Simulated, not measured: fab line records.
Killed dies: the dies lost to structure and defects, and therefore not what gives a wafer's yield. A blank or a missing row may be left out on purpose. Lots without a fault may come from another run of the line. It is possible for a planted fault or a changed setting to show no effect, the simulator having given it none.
Comparing a struck lot with a sound one + flow berkeley-cmos170 + 17 out of 331 route steps
Sound: these wafers, L636.4, L636.5, L636.6. The struck wafers were L645.1, L645.5, L645.6. The cause is given at the end.
Per side, at each step with rows, come the tool, then ch with its chambers, and then its first start. Under that, the readings that differ: sound wafers + struck wafers + difference of the means + sigmas: that difference in standard deviations of wafers without a fault.
alike: a reading whose means differ by less than 2 such deviations, as well as words and numbers matching on both sides. not compared: withheld readings; readings where some wafer has no value; bounds like >300 that might hide an equal value; numbers whose values overlap and for which the record gives no deviation.
Wherever a step has rows on one side only, a row that says differs or no value, or a row with sigmas, the two part there. Non-overlapping numbers with no deviation appear without sigmas and do not part them. A reading missing from all wafers of one side parts the sides only when that side holds two or more wafers.

first, 1 step without rows for these wafers: UCB170_NLDD_IMPLANT_09.
UCB170_NLDD_STRIP_10: strips in O2.
  sound on plasma-asher-03 ch 0,1, day 9 11:13; struck on plasma-asher-03 ch 0,1, day 11 22:40
  alike: drypump-motor-current-A, oes-product-au, strip-time-to-endpoint-s
  not compared: rf-hours-counter-h
UCB170_NLDD_TW_MEAS_11:
  sound on film-metro-01 at day 9 11:18; struck on film-metro-04 at day 11 22:46
  alike: NLDD_TW
then, 1 step without rows for these wafers: UCB170_NLDD_CLEAN_12 (cleans in SPM, time 600 s).
UCB170_SPACER_CVD_00: deposits SiO2 from TEOS/O2, target thk 376 nm, time 47 s.
  sound on pecvd-02 ch 0,1,2, day 9 11:33; struck on pecvd-04 ch 0,1, day 12 00:41
  alike: heater-power-w, pressure-mtorr
UCB170_SPACER_THK_MEAS_01:
  sound on film-metro-04 at day 9 11:36; struck on film-metro-03 at day 12 00:44
  alike: SPACER_TEOS_THK
then, 1 step without rows for these wafers: UCB170_SPACER_ANNEAL_02 (time 1800 s).
UCB170_SPACER_ETCHBACK_03: etches SiO2 in CHF3/CF4/Ar, stops on Si, target depth 376 nm, time 100 s.
  sound on rie-diel-03 ch 1,2,3, day 9 17:22; struck on rie-diel-02 ch 0,2,3, day 12 06:32
  alike: drypump-motor-current-A, oes-product-au, throttle-valve-pct
  not compared: rf-hours-counter-h
then, 4 steps without rows for these wafers: UCB170_PSD_HMDS_00 (prime time 60 s); UCB170_PSD_COAT_01 (resist thk 900 nm); UCB170_PSD_SOFTBAKE_02 (time 60 s); UCB170_PSD_EXPOSE_03 (exposes mask PSELECT MOD, target cd 1200 nm).
UCB170_PSD_PEB_04:
  sound on litho-track-03 ch 0, day 9 18:41; struck on litho-track-01 ch 0, day 12 07:43
| reading                  | sound             | struck            | difference | sigmas |
|--------------------------|-------------------|-------------------|------------|--------|
| heater-power-total-W (W) | 56.73 56.83 56.81 | 59.47 59.49 59.41 | +2.67      | +59    |
  alike: chill-plate-temp-C
then, 1 step without rows for these wafers: UCB170_PSD_DEVELOP_05 (develop time 45 s).
UCB170_PSD_CD_MEAS_06: the cd target is 1200 nm.
  sound on cd-sem-02 at day 9 18:57; struck on cd-sem-02 at day 12 07:59
| reading    | sound                | struck               | difference | sigmas |
|------------|----------------------|----------------------|------------|--------|
| cd-nm (nm) | 1199.6 1198.2 1198.6 | 1191.2 1192.5 1191.1 | -7.2       | -4     |
UCB170_PSD_OVL_MEAS_07:
  sound on overlay-02 at day 9 19:01; struck on overlay-02 at day 12 08:07
  alike: PSD_OVL
after that, 1 step had no rows for these wafers: UCB170_M3_PROBE_99.

== WHERE THEY PART ==
Last at UCB170_PSD_CD_MEAS_06 as far as this record goes, first at UCB170_PSD_PEB_04. Later steps at which nothing parts them and some readings are alike: UCB170_PSD_OVL_MEAS_07.

WHY: the cause the simulator had injected
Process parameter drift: litho-track-01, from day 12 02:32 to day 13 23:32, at UCB170_PSD_PEB_04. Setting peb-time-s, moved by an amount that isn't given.
